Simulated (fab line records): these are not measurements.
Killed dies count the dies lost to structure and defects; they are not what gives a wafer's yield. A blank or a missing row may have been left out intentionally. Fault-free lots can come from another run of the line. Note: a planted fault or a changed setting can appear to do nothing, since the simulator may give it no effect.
fab line records	flow berkeley_cmos170	part 1 of 2: steps 1 to 29 of 39
[record] lots = 5	wafers = 15	last_day = 11
route steps=331 shown CONTACT@236 M1@238 V1@254 M2@271
lots that met no fault: from a run of the same line without faults
start_h: hours from the record's first day to the start of the lot's first wafer shown	wait_h: time in hours since the lot's previous step	" identical to the entry in the row above	L1.1+2: a row that stands for several wafers	- either no value or no given start	* or withheld: withheld	< > ~ a bound
route shown NAME@n: NAME is a module with steps in the file, n the number in the route of the first one	usual: mean and standard deviation over wafers with no fault	same: alike in all rows	chamber/n: place in a boat	sites: the reading at each site	_std_site: standard deviation of those values	_edge_site: the outer-site mean with the inner-site mean subtracted	radius_mm: for every site, how far away it sits from the centre of the wafer	mask NAME#n: copy n	behind: the last tool/chamber to shape the wafer	hold: why the lot was held/for how many hours/how that ended	device: the transistor (n, p or np) that didn't switch	end of line: tests of these same wafers at the route's end	a step with no rows: only its recipe	killed: count of dies lost to structure and defects at first sort (not the wafer's yield)	map: per-die view of a wafer (x killed, . not killed, _ where there is no die)
set.NAME: the setting the step ran with; set.NAME@STEP: the setting that earlier step ran with	model.NAME: the simulator's own value behind a step, which no gauge read
certain route steps with their lots: each step a table, each wafer a row
services: a tool's chamber out of use, with start hour (start_h, from the record's first day; less than 0 if before it), hours out, and reason
[[steps]]
[step UCB170_CONTACT_CD_MEAS_90]
[recipe] target_cd_nm = 700
[usual] cd_nm = 699.8/1.5
lot.wafer	tool	chamber	start_h	wait_h	cd_nm
L074.1	cd_sem-02	-	170.29	0.1	700.1
L074.4	"	-	"	"	701.0
L074.5	"	-	"	"	700.8
L084.1	cd_sem-01	-	230.12	0.1	701.5
L084.4	"	-	"	"	700.6
L084.6	"	-	"	"	700.6
L085.3	cd_sem-01	-	231.44	0.1	700.7
L085.4	"	-	"	"	701.2
L085.6	"	-	"	"	703.0
L087.2	cd_sem-02	-	253.76	0.1	698.8
L087.3	"	-	"	"	698.1
L087.6	"	-	"	"	699.1
L090.3	cd_sem-01	-	255.96	0.1	698.4
L090.5	"	-	"	"	699.4
L090.6	"	-	"	"	696.5
[step UCB170_CONTACT_CLEAN_20]
[recipe] chemistry = SPM	temp_c = 120	time_s = 600
lot.wafer	tool	chamber	start_h	wait_h
L074.1+4+5	wet_bench-01	3	170.41	0.1
L084.1+4+6	wet_bench-04	3	230.29	0.2
L085.3+4+6	wet_bench-04	2	231.62	0.2
L087.2+3+6	wet_bench-02	2	253.86	0.1
L090.3+5+6	wet_bench-02	0	256.04	0.1
[step UCB170_M1_SPUTTER_00]
[recipe] material = Al	target_thk_nm = 600	time_s = 80	power_w = 6000	chamber_pressure_pa = 0.5
[usual] throttle_valve_pct = 29.6/1.3
lot.wafer	tool	chamber	start_h	wait_h	throttle_valve_pct
L074.1	pvd_sputter-03	-	170.58	0.0	29.8
L074.4	"	-	"	"	31.8
L074.5	"	-	"	"	29.3
L084.1	pvd_sputter-03	-	230.47	0.0	29.8
L084.4	"	-	"	"	29.8
L084.6	"	-	"	"	29.9
L085.3	pvd_sputter-02	-	231.79	0.0	31.6
L085.4	"	-	"	"	31.4
L085.6	"	-	"	"	28.2
L087.2	pvd_sputter-03	-	254.06	0.0	30.1
L087.3	"	-	"	"	29.4
L087.6	"	-	"	"	30.1
L090.3	pvd_sputter-02	-	256.23	0.0	31.6
L090.5	"	-	"	"	28.0
L090.6	"	-	"	"	28.2
[step UCB170_M1_RS_MEAS_01]
[recipe] thk_meas_gauge = four-point-probe	reads = Al_of_M1_SPUTTER_00
[usual] M1_AL_RS = 0.0484/0.00051
lot.wafer	tool	chamber	start_h	wait_h	M1_AL_RS[ohm/sq]
L074.1	film_metro-02	-	170.64	0.0	0.0480
L074.4	"	-	"	"	0.0480
L074.5	"	-	"	"	0.0473
L084.1	film_metro-02	-	230.53	0.0	0.0483
L084.4	"	-	"	"	0.0488
L084.6	"	-	"	"	0.0483
L085.3	film_metro-01	-	231.89	0.1	0.0484
L085.4	"	-	"	"	0.0477
L085.6	"	-	"	"	0.0481
L087.2	film_metro-02	-	254.14	0.1	0.0489
L087.3	"	-	"	"	0.0485
L087.6	"	-	"	"	0.0489
L090.3	film_metro-02	-	256.33	0.1	0.0485
L090.5	"	-	"	"	0.0488
L090.6	"	-	"	"	0.0490
[step UCB170_M1_THK_MEAS_02]
[recipe] thk_meas_gauge = xrf	reads = Al_of_M1_SPUTTER_00
[usual] M1_AL_THK = 582/6.3
lot.wafer	tool	chamber	start_h	wait_h	M1_AL_THK[nm]
L074.1	film_metro-02	-	170.76	0.1	585
L074.4	"	-	"	"	583
L074.5	"	-	"	"	590
L084.1	film_metro-02	-	230.65	0.1	588
L084.4	"	-	"	"	579
L084.6	"	-	"	"	587
L085.3	film_metro-01	-	231.99	0.1	584
L085.4	"	-	"	"	589
L085.6	"	-	"	"	581
L087.2	film_metro-02	-	254.25	0.1	580
L087.3	"	-	"	"	587
L087.6	"	-	"	"	581
L090.3	film_metro-02	-	256.43	0.1	584
L090.5	"	-	"	"	581
L090.6	"	-	"	"	577
[step UCB170_M1_COAT_03]
[recipe] resist = BARC	temp_c = withheld	time_s = withheld	spin_rpm = 3020	resist_thk_nm = withheld
lot.wafer	tool	chamber	start_h	wait_h
L074.1+4+5	litho_track-01	0	170.82	0.1
L084.1+4+6	litho_track-02	0	230.71	0.1
L085.3+4+6	litho_track-04	0	232.08	0.1
L087.2+3+6	litho_track-01	0	254.44	0.2
L090.3+5+6	litho_track-04	0	256.52	0.1
[step UCB170_M1_COAT_04]
[recipe] resist = KrF	spin_rpm = 1500	resist_thk_nm = 900
lot.wafer	tool	chamber	start_h	wait_h
L074.1+4+5	litho_track-01	0	-	-
L084.1+4+6	litho_track-02	0	-	-
L085.3+4+6	litho_track-04	0	-	-
L087.2+3+6	litho_track-01	0	-	-
L090.3+5+6	litho_track-04	0	-	-
[step UCB170_M1_SOFTBAKE_05]
[recipe] resist = KrF	temp_c = 130	time_s = 60
lot.wafer	tool	chamber	start_h	wait_h
L074.1+4+5	litho_track-01	0	-	-
L084.1+4+6	litho_track-02	0	-	-
L085.3+4+6	litho_track-04	0	-	-
L087.2+3+6	litho_track-01	0	-	-
L090.3+5+6	litho_track-04	0	-	-
[step UCB170_M1_EXPOSE_06]
[recipe] mask_id = METAL1	target_cd_nm = 700	na = 0.5	sigma_outer = 0.6	source_shape = conventional	dose_mj = 21
[usual] reticle_temp_C = 23.02/0.12
lot.wafer	tool	chamber	start_h	wait_h	mask	reticle_temp_C
L074.1	krf_scanner-01	0	171.40	-	METAL1#0	22.89
L074.4	"	0	"	"	METAL1#0	23.10
L074.5	"	0	"	"	METAL1#0	22.92
L084.1	krf_scanner-02	0	231.16	-	METAL1#0	23.03
L084.4	"	0	"	"	METAL1#0	23.02
L084.6	"	0	"	"	METAL1#0	23.00
L085.3	krf_scanner-02	0	232.75	-	METAL1#0	23.01
L085.4	"	0	"	"	METAL1#0	23.15
L085.6	"	0	"	"	METAL1#0	22.93
L087.2	krf_scanner-02	0	254.88	-	METAL1#0	23.09
L087.3	"	0	"	"	METAL1#0	23.06
L087.6	"	0	"	"	METAL1#0	23.04
L090.3	krf_scanner-02	0	256.96	-	METAL1#0	23.04
L090.5	"	0	"	"	METAL1#0	23.01
L090.6	"	0	"	"	METAL1#0	23.17
[step UCB170_M1_PEB_07]
[recipe] peb_temp_c = 130	peb_time_s = withheld	resist = KrF
lot.wafer	tool	chamber	start_h	wait_h
L074.1+4+5	litho_track-04	0	171.51	0.1
L084.1+4+6	litho_track-02	0	231.28	0.1
L085.3+4+6	litho_track-01	0	233.26	0.5
L087.2+3+6	litho_track-04	0	255.46	0.6
L090.3+5+6	litho_track-02	0	257.09	0.1
[step UCB170_M1_DEVELOP_08]
[recipe] developer = TMAH	develop_time_s = 45	resist = KrF	dev_temp_c = 21
lot.wafer	tool	chamber	start_h	wait_h
L074.1+4+5	litho_track-04	0	-	-
L084.1+4+6	litho_track-02	0	-	-
L085.3+4+6	litho_track-01	0	-	-
L087.2+3+6	litho_track-04	0	-	-
L090.3+5+6	litho_track-02	0	-	-
[step UCB170_M1_CD_MEAS_09]
[recipe] target_cd_nm = 700
[usual] cd_nm = 700.4/1.3
lot.wafer	tool	chamber	start_h	wait_h	cd_nm
L074.1	cd_sem-01	-	171.79	-	698.8
L074.4	"	-	"	"	700.3
L074.5	"	-	"	"	697.9
L084.1	cd_sem-02	-	231.55	-	702.7
L084.4	"	-	"	"	702.0
L084.6	"	-	"	"	701.5
L085.3	cd_sem-01	-	233.52	-	701.2
L085.4	"	-	"	"	702.2
L085.6	"	-	"	"	700.3
L087.2	cd_sem-02	-	255.73	-	702.6
L087.3	"	-	"	"	701.8
L087.6	"	-	"	"	701.7
L090.3	cd_sem-02	-	257.35	-	698.8
L090.5	"	-	"	"	700.0
L090.6	"	-	"	"	699.4
[step UCB170_M1_OVL_MEAS_10]
[usual] M1_OVL = 2/5.3
lot.wafer	tool	chamber	start_h	wait_h	M1_OVL[nm]
L074.1	overlay-01	-	171.91	0.1	-6
L074.4	"	-	"	"	-2
L074.5	"	-	"	"	-10
L084.1	overlay-01	-	231.67	0.1	2
L084.4	"	-	"	"	9
L084.6	"	-	"	"	7
L085.3	overlay-02	-	233.62	0.1	6
L085.4	"	-	"	"	12
L085.6	"	-	"	"	9
L087.2	overlay-02	-	255.83	0.1	4
L087.3	"	-	"	"	0
L087.6	"	-	"	"	4
L090.3	overlay-02	-	257.44	0.1	8
L090.5	"	-	"	"	15
L090.6	"	-	"	"	7
[step UCB170_M1_ETCH_11]
[recipe] chemistry = N2/H2	target_depth_a = withheld	overetch_a = withheld	target = BARC	time_s = withheld	source_w = 500	bias_w = 100	pressure_mtorr = 30	n2_flow_sccm = 100	h2_flow_sccm = 200
[usual] drypump_motor_current_A = 5.8/0.5	oes_product_au = 1.005/0.019	throttle_valve_pct = 13.32/0.15
lot.wafer	tool	chamber	start_h	wait_h	drypump_motor_current_A	oes_product_au	throttle_valve_pct
L074.1	rie_diel-03	0	171.95	0.0	6.0	1.002	13.41
L074.4	"	1	"	"	5.6	1.011	13.25
L074.5	"	3	"	"	6.3	1.002	13.23
L084.1	rie_diel-03	0	231.71	0.0	6.0	0.999	13.42
L084.4	"	3	"	"	6.3	1.003	13.21
L084.6	"	1	"	"	5.6	1.013	13.27
L085.3	rie_diel-03	2	233.64	0.0	5.9	1.039	13.42
L085.4	"	1	"	"	5.5	1.010	13.25
L085.6	"	1	"	"	5.6	1.019	13.25
L087.2	rie_diel-03	1	255.86	0.0	5.5	1.006	13.25
L087.3	"	0	"	"	6.0	0.992	13.41
L087.6	"	0	"	"	6.0	1.003	13.39
L090.3	rie_diel-01	1	257.47	0.0	5.0	0.992	13.27
L090.5	"	0	"	"	6.5	1.008	13.57
L090.6	"	3	"	"	6.3	1.010	13.25
[step UCB170_M1_METAL_ETCH_12]
[recipe] chemistry = Cl2/BCl3	target = Al	stop_on = PSG	pressure_mtorr = 12.41	target_depth_a = 7800	over_etch_frac = 0.3	time_s = 130	icp_w = 600	bias_w = 120	Cl2_flow_sccm = 90	bcl3_flow_sccm = 45
[usual] drypump_motor_current_A = 5.8/0.46	he_backside_leak_sccm = 3.20/0.18	oes_product_au = 0.853/0.013	throttle_valve_pct = 24.0/0.31
lot.wafer	tool	chamber	start_h	wait_h	drypump_motor_current_A	he_backside_leak_sccm	oes_product_au	rf_hours_counter_h	throttle_valve_pct
L074.1	rie_metal-04	0	171.99	-	5.4	3.34	0.858	7	24.4
L074.4	"	0	"	"	5.4	3.29	0.853	-	24.5
L074.5	"	1	"	"	5.4	3.05	0.875	-	23.9
L084.1	rie_metal-02	0	231.75	-	5.7	3.17	0.840	15	24.0
L084.4	"	1	"	"	6.6	3.22	0.845	-	23.9
L084.6	"	1	"	"	6.6	3.12	0.842	-	23.9
L085.3	rie_metal-04	0	233.73	-	5.4	3.34	0.853	-	24.4
L085.4	"	1	"	"	5.5	3.07	0.883	-	23.9
L085.6	"	1	"	"	5.5	3.18	0.877	-	23.8
L087.2	rie_metal-02	0	255.90	-	5.7	3.10	0.832	15	24.0
L087.3	"	1	"	"	6.6	3.19	0.846	-	23.9
L087.6	"	0	"	"	5.7	3.08	0.833	-	24.0
L090.3	rie_metal-02	1	257.56	-	6.6	3.35	0.841	-	23.9
L090.5	"	0	"	"	5.7	3.04	0.837	-	24.0
L090.6	"	1	"	"	6.6	3.30	0.843	-	23.9
[step UCB170_M1_STRIP_13]
[recipe] chemistry = O2	power_w = 400	pressure_mtorr = 3500	platen_temp_c = withheld	o2_flow_sccm = 400	overash_fraction = 0.5
[usual] drypump_motor_current_A = 5.7/0.51	o2_flow_sccm = 400.0/1.2	oes_product_au = 0.720/0.0039
lot.wafer	tool	chamber	start_h	wait_h	drypump_motor_current_A	o2_flow_sccm	oes_product_au	rf_hours_counter_h
L074.1	plasma_asher-01	0	172.12	0.1	5.9	399.5	0.726	5
L074.4	"	0	"	"	5.9	399.6	0.716	-
L074.5	"	0	"	"	5.9	400.8	0.716	-
L084.1	plasma_asher-04	0	231.88	0.1	6.3	401.0	0.724	45
L084.4	"	1	"	"	5.7	399.9	0.724	-
L084.6	"	1	"	"	5.7	399.2	0.711	-
L085.3	plasma_asher-04	1	233.85	0.1	5.7	399.6	0.726	-
L085.4	"	0	"	"	6.3	401.6	0.722	-
L085.6	"	1	"	"	5.7	401.6	0.718	-
L087.2	plasma_asher-03	1	256.04	0.1	5.2	399.3	0.715	48
L087.3	"	1	"	"	5.2	399.4	0.722	-
L087.6	"	0	"	"	4.8	399.0	0.724	-
L090.3	plasma_asher-01	0	257.68	0.1	5.9	398.6	0.724	-
L090.5	"	1	"	"	6.0	399.8	0.723	-
L090.6	"	0	"	"	5.9	398.5	0.724	-
[step UCB170_M1_CD_MEAS_90]
[recipe] target_cd_nm = 700
[usual] cd_nm = 700.7/2.3
lot.wafer	tool	chamber	start_h	wait_h	cd_nm
L074.1	cd_sem-02	-	172.22	0.1	701.8
L074.4	"	-	"	"	701.8
L074.5	"	-	"	"	694.1
L084.1	cd_sem-02	-	231.98	0.1	705.3
L084.4	"	-	"	"	696.8
L084.6	"	-	"	"	699.2
L085.3	cd_sem-01	-	233.96	0.1	700.3
L085.4	"	-	"	"	701.6
L085.6	"	-	"	"	699.2
L087.2	cd_sem-01	-	256.16	0.1	702.0
L087.3	"	-	"	"	698.9
L087.6	"	-	"	"	702.9
L090.3	cd_sem-02	-	257.78	0.1	697.9
L090.5	"	-	"	"	701.2
L090.6	"	-	"	"	698.9
[step UCB170_M1_ANNEAL_14]
[recipe] temp_c = 400	time_s = 1200	ambient = forming_gas
[usual] spike_tc_centre_C = 401.6/1
lot.wafer	tool	chamber	start_h	wait_h	spike_tc_centre_C
L074.1	furnace-03	0	172.34	0.1	399.7
L074.4	"	0	"	"	401.5
L074.5	"	0	"	"	400.4
L084.1	furnace-03	0	232.10	0.1	402.6
L084.4	"	0	"	"	401.6
L084.6	"	0	"	"	402.3
L085.3	furnace-03	0	234.77	0.8	401.5
L085.4	"	0	"	"	401.4
L085.6	"	0	"	"	402.9
L087.2	furnace-03	0	256.26	0.1	400.3
L087.3	"	0	"	"	401.6
L087.6	"	0	"	"	400.3
L090.3	furnace-03	0	258.92	1.1	400.6
L090.5	"	0	"	"	402.6
L090.6	"	0	"	"	400.1
[step UCB170_V1_CVD_00]
[recipe] material = SiO2	target_thk_nm = 2000	temp_c = 390	precursor = TEOS/O2	time_s = 250	rf_w = 550	pressure_mtorr = 9000
[usual] heater_power_w = 242/65	pressure_mtorr = 9001/18	susceptor_temp_C = 390.00/0.21
lot.wafer	tool	chamber	start_h	wait_h	heater_power_w	pressure_mtorr	susceptor_temp_C
L074.1	pecvd-02	0	173.67	0.0	221	9005	390.14
L074.4	"	2	"	"	264	8982	390.10
L074.5	"	0	"	"	174	8970	390.06
L084.1	pecvd-04	2	233.43	0.0	203	8984	390.29
L084.4	"	0	"	"	234	8999	390.10
L084.6	"	2	"	"	150	8991	390.17
L085.3	pecvd-01	1	236.10	0.0	166	9016	389.90
L085.4	"	2	"	"	253	9002	389.73
L085.6	"	1	"	"	207	9001	390.28
L087.2	pecvd-04	1	257.59	0.0	340	9018	389.86
L087.3	"	2	"	"	201	8969	389.81
L087.6	"	1	"	"	329	9001	389.69
L090.3	pecvd-02	2	260.26	0.0	205	9010	389.84
L090.5	"	1	"	"	259	8983	389.81
L090.6	"	0	"	"	252	8981	390.42
[step UCB170_V1_THK_MEAS_01]
[recipe] reads = SiO2_of_V1_CVD_00
[usual] V1_TEOS_THK = 2009/26
lot.wafer	tool	chamber	start_h	wait_h	V1_TEOS_THK[nm]
L074.1	film_metro-03	-	173.83	0.1	2012
L074.4	"	-	"	"	2031
L074.5	"	-	"	"	2038
L084.1	film_metro-03	-	233.59	0.1	1975
L084.4	"	-	"	"	2014
L084.6	"	-	"	"	2006
L085.3	film_metro-04	-	236.28	0.1	2013
L085.4	"	-	"	"	2022
L085.6	"	-	"	"	2052
L087.2	film_metro-03	-	257.83	0.2	2022
L087.3	"	-	"	"	2036
L087.6	"	-	"	"	2010
L090.3	film_metro-04	-	260.43	0.1	1985
L090.5	"	-	"	"	2019
L090.6	"	-	"	"	1989
[step UCB170_V1_CMP_02]
[recipe] material = SiO2	down_force_psi = 6	platen_rpm = 60	pad_velocity_m_s = 0.75398
[usual] edge_zone_pressure_frac = 0.999/0.0049	motor_current_A = 16.2/1.6	platen_rpm = 60.00/0.038	retaining_ring_pressure_frac = 0.999/0.0051
lot.wafer	tool	chamber	start_h	wait_h	edge_zone_pressure_frac	motor_current_A	platen_rpm	retaining_ring_pressure_frac
L074.1	cmp-02	0	173.89	0.1	0.996	16.1	60.01	0.991
L074.4	"	2	"	"	1.005	16.6	60.03	1.000
L074.5	"	1	"	"	0.998	13.7	60.02	0.993
L084.1	cmp-02	1	233.70	0.1	0.995	14.9	60.03	0.994
L084.4	"	3	"	"	0.998	18.8	60.03	1.006
L084.6	"	1	"	"	0.998	15.2	60.10	1.000
L085.4	cmp-02	3	236.42	0.1	0.995	18.5	59.98	1.000
L085.3	"	0	"	"	1.001	15.0	59.98	0.997
L085.6	"	1	"	"	1.004	15.0	59.99	0.998
L087.2	cmp-01	1	257.88	0.0	1.000	15.7	59.98	0.995
L087.3	"	2	"	"	1.004	17.6	60.00	0.986
L087.6	"	1	"	"	0.997	15.7	60.02	1.000
L090.3	cmp-01	1	260.52	0.1	0.999	14.8	59.89	1.004
L090.5	"	0	"	"	1.003	18.4	60.00	0.994
L090.6	"	1	"	"	0.995	14.8	59.95	1.004
[step UCB170_V1_BOW_MEAS_03]
[recipe] mode = bow
[usual] V1_BOW = 19/6.5
lot.wafer	tool	chamber	start_h	wait_h	V1_BOW[um]
L074.1	film_metro-02	-	174.19	0.2	12
L074.4	"	-	"	"	10
L074.5	"	-	"	"	27
L084.1	film_metro-04	-	233.97	0.2	14
L084.4	"	-	"	"	16
L084.6	"	-	"	"	16
L085.3	film_metro-04	-	236.66	0.1	22
L085.4	"	-	"	"	20
L085.6	"	-	"	"	20
L087.2	film_metro-02	-	258.20	0.3	32
L087.3	"	-	"	"	23
L087.6	"	-	"	"	13
L090.3	film_metro-02	-	260.81	0.2	18
L090.5	"	-	"	"	15
L090.6	"	-	"	"	23
[step UCB170_V1_THK_MEAS_04]
[recipe] reads = SiO2_of_V1_CVD_00
[usual] V1_POLISHED_THK = 1000.7/1.1
lot.wafer	tool	chamber	start_h	wait_h	V1_POLISHED_THK[nm]
L074.1	film_metro-02	-	174.31	0.1	1001.7
L074.4	"	-	"	"	1000.2
L074.5	"	-	"	"	998.8
L084.1	film_metro-04	-	234.09	0.1	999.5
L084.4	"	-	"	"	1000.6
L084.6	"	-	"	"	999.9
L085.3	film_metro-04	-	236.76	0.1	999.3
L085.4	"	-	"	"	1001.0
L085.6	"	-	"	"	997.6
L087.2	film_metro-02	-	258.31	0.1	1000.6
L087.3	"	-	"	"	1001.2
L087.6	"	-	"	"	1001.3
L090.3	film_metro-02	-	260.91	0.1	999.9
L090.5	"	-	"	"	999.7
L090.6	"	-	"	"	1001.8
[step UCB170_V1_CLEAN_05]
[recipe] chemistry = DIW
lot.wafer	tool	chamber	start_h	wait_h
L074.1+4+5	wet_bench-03	0	174.37	0.1
L084.1+4+6	wet_bench-03	3	234.15	0.1
L085.3+4+6	wet_bench-02	1	236.80	0.0
L087.2+3+6	wet_bench-02	2	258.36	0.0
L090.3+5+6	wet_bench-02	0	260.95	0.0
[step UCB170_V1_HMDS_06]
[recipe] prime_time_s = 60	prime_temp_c = 100
lot.wafer	tool	chamber	start_h	wait_h
L074.1+4+5	litho_track-01	0	174.56	0.0
L084.1+4+6	litho_track-01	0	234.32	0.0
L085.3+4+6	litho_track-01	0	237.02	0.1
L087.2+3+6	litho_track-02	0	258.56	0.0
L090.3+5+6	litho_track-01	0	261.39	0.3
[step UCB170_V1_COAT_07]
[recipe] resist = KrF	spin_rpm = 1500	resist_thk_nm = 900
lot.wafer	tool	chamber	start_h	wait_h
L074.1+4+5	litho_track-01	0	174.71	0.1
L084.1+4+6	litho_track-01	0	234.47	0.1
L085.3+4+6	litho_track-01	0	237.17	0.1
L087.2+3+6	litho_track-02	0	258.71	0.1
L090.3+5+6	litho_track-01	0	261.54	0.1
[step UCB170_V1_SOFTBAKE_08]
[recipe] resist = KrF	temp_c = 130	time_s = 60
lot.wafer	tool	chamber	start_h	wait_h
L074.1+4+5	litho_track-01	0	174.86	0.1
L084.1+4+6	litho_track-01	0	234.62	0.1
L085.3+4+6	litho_track-01	0	237.32	0.1
L087.2+3+6	litho_track-02	0	258.86	0.1
L090.3+5+6	litho_track-01	0	261.69	0.1
[step UCB170_V1_EXPOSE_09]
[recipe] mask_id = VIA1	target_cd_nm = 700	na = 0.5	sigma_outer = 0.6	source_shape = conventional	dose_mj = 37
[usual] reticle_temp_C = 22.99/0.11
lot.wafer	tool	chamber	start_h	wait_h	mask	reticle_temp_C
L074.1	krf_scanner-02	0	175.01	0.1	VIA1#0	22.97
L074.4	"	0	"	"	VIA1#0	22.98
L074.5	"	0	"	"	VIA1#0	22.91
L084.1	krf_scanner-02	0	234.77	0.1	VIA1#0	22.94
L084.4	"	0	"	"	VIA1#0	22.90
L084.6	"	0	"	"	VIA1#0	22.97
L085.3	krf_scanner-01	0	237.59	0.2	VIA1#0	23.07
L085.4	"	0	"	"	VIA1#0	22.99
L085.6	"	0	"	"	VIA1#0	22.87
L087.2	krf_scanner-02	0	259.01	0.1	VIA1#0	23.02
L087.3	"	0	"	"	VIA1#0	22.96
L087.6	"	0	"	"	VIA1#0	22.94
L090.3	krf_scanner-01	0	261.83	0.1	VIA1#0	23.03
L090.5	"	0	"	"	VIA1#0	23.17
L090.6	"	0	"	"	VIA1#0	23.05
[step UCB170_V1_PEB_10]
[recipe] peb_temp_c = 130	peb_time_s = withheld	resist = KrF
lot.wafer	tool	chamber	start_h	wait_h
L074.1+4+5	litho_track-01	0	175.13	0.1
L084.1+4+6	litho_track-03	0	234.89	0.1
L085.3+4+6	litho_track-01	0	237.71	0.1
L087.2+3+6	litho_track-01	0	259.46	0.4
L090.3+5+6	litho_track-03	0	261.95	0.1
